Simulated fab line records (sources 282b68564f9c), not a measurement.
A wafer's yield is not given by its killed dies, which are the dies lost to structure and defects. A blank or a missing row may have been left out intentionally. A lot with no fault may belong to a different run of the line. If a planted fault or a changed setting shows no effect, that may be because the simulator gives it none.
Comparing a struck lot with a sound one    flow rit_cmos    14 steps out of a route of 202
Sound: the wafers L276.2, L276.3, L276.4. The struck wafers were L268.1, L268.5, L268.6. At the end, the cause is stated.
For every step that has rows: the tool of each side, followed by ch and its chambers, followed by its first start. Under that, the readings that differ: sound wafers    struck wafers    difference of the means    sigmas: that difference in standard deviations of wafers without a fault.
alike: words and numbers the same on both sides, and readings whose means are apart by under 2 such deviations; not compared: readings that were withheld, readings missing a value for some wafer, numbers with overlapping values and no deviation given by the record, and bounds like >300 which may hide the same value.
Wherever a step has rows on one side only, a row that says differs or no value, or a row with sigmas, the two part there. Numbers that don't overlap but have no deviation are shown without sigmas and don't part them. Lack of a reading on every wafer of one side parts them only where that side has two or more wafers.

first, 1 step without rows for these wafers: RIT_GATE_CVD_08 (deposits poly-Si from SiH4, target thk 250 nm, time 2220 s).
RIT_GATE_THK_MEAS_09:
  sound on film_metro-02 at day 5 17:31; struck on film_metro-02 at day 4 02:47
  alike: GATE_POLY_THK
then, 6 steps without rows for these wafers: RIT_GATE_HMDS_10 (prime time 60 s); RIT_GATE_COAT_11 (resist thk 850 nm); RIT_GATE_SOFTBAKE_12 (time 60 s); RIT_GATE_EXPOSE_13 (exposes mask M6, target cd 150 nm); RIT_GATE_PEB_14; RIT_GATE_DEVELOP_15 (develop time 50 s).
RIT_GATE_CD_MEAS_16 targets a cd of 150 nm.
  sound on cd_sem-02 at day 5 18:26; struck on cd_sem-01 at day 4 03:42
reading     sound              struck             difference  sigmas
cd_nm (nm)  155.3 153.4 153.2  146.9 149.2 147.3  -6.2        -2
RIT_GATE_OVL_MEAS_17:
  sound on overlay-02 at day 5 18:32; struck on overlay-01 at day 4 03:49
  alike: GATE_OVL
then, 1 step without rows for these wafers: RIT_GATE_HARDBAKE_18 (time 60 s).
RIT_GATE_ETCH_19: etches poly-Si in SF6/CHF3/O2, stops on SiO2, time 165 s, target depth 312.5 nm.
  sound on rie_si-01 ch 0,2,3, day 5 18:43; struck on rie_si-01 ch 2,3, day 4 04:01
  alike: O2_flow_sccm, drypump_motor_current_A, oes_product_au, throttle_valve_pct
  not compared: rf_hours_counter_h
RIT_GATE_STRIP_20: strips in O2, time 180 s.
  sound on plasma_asher-02 ch 0,1, day 5 18:54; struck on plasma_asher-02 ch 0,1, day 4 04:07
  no value came back on the struck wafers for chamber_pressure_mTorr (mTorr), drypump_motor_current_A (A); on the sound wafers chamber_pressure_mTorr (mTorr) reads 3998 3997 4003
reading                                    sound  struck           difference  sigmas
model.NOVOLAK_of_GATE_COAT_11.thk_nm (nm)  0 0 0  665.2 666 665.2  +665.5      
  not compared: rf_hours_counter_h
RIT_GATE_CD_MEAS_90 targets a cd of 150 nm.
  sound on cd_sem-02 at day 5 19:06; struck on cd_sem-01 at day 4 04:17
reading     sound              struck             difference  sigmas
cd_nm (nm)  155.5 153.3 153.3  147.4 149.4 147.2  -6.0        -2

WHERE THEY PART
Earliest at RIT_GATE_CD_MEAS_16; latest, in this record, at RIT_GATE_CD_MEAS_90.

WHY: the cause the simulator had injected
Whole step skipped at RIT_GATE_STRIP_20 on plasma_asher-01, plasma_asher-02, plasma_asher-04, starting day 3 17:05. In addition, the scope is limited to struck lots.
